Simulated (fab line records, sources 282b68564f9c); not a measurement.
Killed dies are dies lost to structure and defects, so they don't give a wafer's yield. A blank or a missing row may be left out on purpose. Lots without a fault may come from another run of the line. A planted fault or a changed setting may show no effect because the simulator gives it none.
Chamber matching | flow rit_cmos | RIT_GATE_ETCH_19 on rie_si-01: 4 sister chambers
The step etches poly-Si in SF6/CHF3/O2, stops on SiO2, time 165 s, target depth 312.5 nm. 14 wafers are shown with their chamber, then 7 later ones without.

WAFERS WITH THEIR CHAMBER
wafer  | chamber | drypump_motor_current_A (A) | throttle_valve_pct (%) | oes_product_au (a.u.)
L672.2 | 3       | 4.6                         | 10.40                  | 0.852
L672.4 | 1       | 6.1                         | 10.16                  | 0.835
L672.5 | 1       | 6.1                         | 10.16                  | 0.835
L674.1 | 2       | 5.3                         | 10.39                  | 0.866
L674.4 | 3       | 4.6                         | 10.39                  | 0.857
L674.5 | 0       | 6.1                         | 10.18                  | 0.857
L675.1 | 1       | 6.1                         | 10.17                  | 0.855
L675.3 | 0       | 6.1                         | 10.17                  | 0.863
L675.6 | 1       | 6.1                         | 10.17                  | 0.854
L683.1 | 1       | 6.2                         | 10.16                  | 0.848
L683.2 | 2       | 5.3                         | 10.39                  | 0.872
L683.5 | 3       | 4.6                         | 10.39                  | 0.871
L687.1 | 1       | 6.1                         | 10.17                  | 0.851
L687.2 | 3       | 4.6                         | 10.38                  | 0.869

SIGNATURES (means of the wafers above)
reading                 | chamber 0 | chamber 1 | chamber 2 | chamber 3 | scatter within a chamber
drypump_motor_current_A | 6.100     | 6.117     | 5.300     | 4.600     | 0.0289
throttle_valve_pct      | 10.1750   | 10.1650   | 10.3900   | 10.3900   | 0.00632
oes_product_au          | 0.86000   | 0.84633   | 0.86900   | 0.86225   | 0.0084
Rule: a wafer's distance from a chamber is the root of the sum, over the readings, of the square of ((its reading less the chamber's mean) divided by the reading's scatter). The wafer belongs to the nearest chamber; if the next one is less than 2 further off, it can't be placed. The scatter: the root of (the sum of the squares of (reading less its chamber's mean) over the shown wafers, divided by (wafers less chambers)).

WAFERS WITHOUT THEIR CHAMBER
wafer  | drypump_motor_current_A (A) | throttle_valve_pct (%) | oes_product_au (a.u.)
L687.5 | 5.2                         | 10.37                  | 0.866
L691.1 | 6.1                         | 10.16                  | 0.837
L691.2 | 6.1                         | 10.18                  | 0.845
L691.6 | 5.3                         | 10.39                  | 0.850
L693.2 | 5.2                         | 10.38                  | 0.868
L693.5 | 6.1                         | 10.17                  | 0.844
L693.6 | 5.3                         | 10.40                  | 0.867

WHICH CHAMBER EACH WENT THROUGH
wafer  | from the rows above     | in truth
L687.5 | 2                       | 2
L691.1 | 1                       | 1
L691.2 | can't be placed: 0 or 1 | 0
L691.6 | 2                       | 2
L693.2 | 2                       | 2
L693.5 | can't be placed: 1 or 0 | 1
L693.6 | 2                       | 2
Placed correctly: 5 of 7. Can't be placed from these rows: 2 (the true chamber is among the candidates in 2). Placed wrongly: 0.
